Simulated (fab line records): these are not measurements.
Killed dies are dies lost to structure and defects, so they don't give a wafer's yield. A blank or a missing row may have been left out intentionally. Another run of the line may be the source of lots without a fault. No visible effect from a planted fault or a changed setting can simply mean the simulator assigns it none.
Which tool did it? -- flow rit-cmos -- 18 wafers from 6 lots sampled at 2 of the route's 202 steps

WHAT THE GAUGES SHOWED, per wafer
RIT_ACTIVE_CD_MEAS_90: the cd target is 1400 nm.
lot,measured,on,cd-nm (nm)
L205,day 2 06:14,cd-sem-02,1396.6 1397.9 1396.1
L209,day 3 02:13,cd-sem-01,1403.1 1404.0 1403.7
L212,day 3 17:29,cd-sem-01,1399.8 1400.3 1400.8
L215,day 4 08:01,cd-sem-02,1401.7 1404.8 1404.3
L219,day 5 04:07,cd-sem-02,1396.1 1398.9 1398.4
L223,day 6 00:24,cd-sem-02,1397.1 1400.8 1398.9

WHICH TOOL RAN EACH LOT (tool, then ch and the chambers of the sampled wafers, then the start)
lot,RIT_ACTIVE_ETCH_13
L205,"rie-diel-01 ch 0,1, day 2 05:53"
L209,"rie-diel-01 ch 0,2, day 3 01:55"
L212,"rie-diel-03 ch 1,2, day 3 17:11"
L215,"rie-diel-03 ch 1,2, day 4 07:43"
L219,"rie-diel-01 ch 0,1, day 5 03:47"
L223,"rie-diel-01 ch 0,2,3, day 6 00:05"
- RIT_ACTIVE_ETCH_13: etches Si3N4 in SF6, stops on SiO2, time 210 s, target depth 210 nm.

THE ANSWER, worked out from the rows above alone
Rule: the lots themselves supply what counts as usual. The widest of any qualifying gaps counts: lots, ordered by their means at a reading, are off when they make up no more than a third of the lots, leave a main group of 4 or more, and stand apart from it by 3 or more times the standard deviation of that group's means. Not used: any main group whose means are identical at the precision the tables above print for the reading. A lot without any number at a reading at which 4 lots or more have one is off too. All remaining lots with rows at the step are treated as sound.
No lot is off on any of the readings shown, so nothing can be concluded from this.

WHAT HAD BEEN PUT IN BY THE SIMULATOR
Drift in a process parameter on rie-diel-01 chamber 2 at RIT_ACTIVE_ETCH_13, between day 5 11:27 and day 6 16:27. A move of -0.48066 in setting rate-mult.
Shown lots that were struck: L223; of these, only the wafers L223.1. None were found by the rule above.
